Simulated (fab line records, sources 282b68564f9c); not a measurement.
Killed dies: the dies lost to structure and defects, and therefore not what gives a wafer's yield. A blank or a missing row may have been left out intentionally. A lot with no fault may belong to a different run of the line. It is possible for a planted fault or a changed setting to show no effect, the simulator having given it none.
A struck lot beside a sound one ; flow rit cmos ; 19 steps out of a route of 202
Sound: these wafers, L983.1, L983.2, L983.5. Struck: wafers L988.1, L988.3, L988.4. The cause is given at the end.
For every step that has rows: the tool of each side, followed by ch and its chambers, followed by its first start. Under that, the readings that differ: sound wafers ; struck wafers ; difference of the means ; sigmas: that difference in standard deviations of wafers without a fault.
alike: words and numbers the same on both sides, and readings whose means are apart by under 2 such deviations; not compared: readings that were withheld, readings missing a value for some wafer, numbers with overlapping values and no deviation given by the record, and bounds like >300 which may hide the same value.
Wherever a step has rows on one side only, a row that says differs or no value, or a row with sigmas, the two part there. Numbers that don't overlap but have no deviation are shown without sigmas and don't part them. A reading that every wafer of one side lacks parts them only if that side has two wafers or more.

first, 3 steps without rows for these wafers: RIT_GATE_CLEAN_02 (cleans in dHF, time 31.25 s); RIT_GATE_CLEAN_03 (cleans in SC2, time 600 s); RIT_GATE_CLEAN_04 (cleans in dHF, time 60 s).
RIT_FOX2_THK_MEAS_91:
  sound: film metro-03 at day 3 20:12; struck: film metro-02 at day 4 20:38
  alike: FIELD_OXIDE_LEFT_2_THK
then, 2 steps without rows for these wafers: RIT_GATE_OXIDATION_05 (target thk 3 nm, ox time 270 s); RIT_GATE_ANNEAL_06 (time 600 s).
RIT_GATE_THK_MEAS_07:
  sound: film metro-03 at day 3 21:35; struck: film metro-02 at day 4 22:43
  alike: GATE_OXIDE_THK
then, 1 step without rows for these wafers: RIT_GATE_CVD_08 (deposits poly-Si from SiH4, target thk 250 nm, time 2220 s).
RIT_GATE_THK_MEAS_09:
  sound: film metro-03 at day 3 23:16; struck: film metro-02 at day 5 00:23
reading;sound;struck;difference;sigmas
GATE_POLY_THK (nm);244 243 243;251 251 251;+8;+2
then, 3 steps without rows for these wafers: RIT_GATE_HMDS_10 (prime time 60 s); RIT_GATE_COAT_11 (resist thk 850 nm); RIT_GATE_SOFTBAKE_12 (time 60 s).
RIT_GATE_EXPOSE_13: exposes mask M6, target cd 150 nm.
  sound on iline stepper-01 ch 0, day 3 23:46; struck on iline stepper-02 ch 0, day 5 01:01
reading;sound;struck;difference;sigmas
model.GATE.overlay x nm (nm);0.6078 0.6078 0.6078;-150.4 -150.4 -150.4;-151.0;
  alike: mask
then, 2 steps without rows for these wafers: RIT_GATE_PEB_14; RIT_GATE_DEVELOP_15 (develop time 48.59 s).
RIT_GATE_CD_MEAS_16: target cd 150 nm.
  sound: cd sem-01 at day 4 00:10; struck: cd sem-01 at day 5 01:25
  alike: cd nm
RIT_GATE_OVL_MEAS_17:
  sound: overlay-02 at day 4 00:17; struck: overlay-02 at day 5 01:32
reading;sound;struck;difference;sigmas
GATE_OVL (nm);-0.4 -1.3 -2.8;-153.1 -150.8 -152.1;-150.5;-99 or more
then, 1 step without rows for these wafers: RIT_GATE_HARDBAKE_18 (time 60 s).
RIT_M1_PROBE_99:
  sound: prober-02 at day 4 21:53; struck: prober-01 at day 5 22:10
reading;sound;struck;difference;sigmas
killed_at_M0_to_M3;1 1 1;0 0 0;-1;-5
model.etest.nldd.width nm (nm);3196 3178 3186;3110 3103 3114;-78;
model.etest.pldd.width nm (nm);3202 3191 3185;3100 3100 3093;-95;
model.etest.select edge diode n.leak log10 a (angstrom);-9.7 -9.854 -9.934;-6.58 -7.008 -7.036;+2.95;
model.etest.select edge diode p.leak log10 a (angstrom);-10.49 -10.26 -10.34;-7.638 -7.758 -7.691;+2.668;
model.etest.gate end array.leak log10 a um;-12.98 -12.79 -12.87;-11.75 -11.99 -11.68;+1.07;
  alike: killed at contacts, killed at front end, killed dies, killed on rim, killed open, killed short

## WHERE THEY PART
Earliest at RIT_GATE_THK_MEAS_09; latest, in this record, at RIT_M1_PROBE_99.

WHY: what the simulator had put in
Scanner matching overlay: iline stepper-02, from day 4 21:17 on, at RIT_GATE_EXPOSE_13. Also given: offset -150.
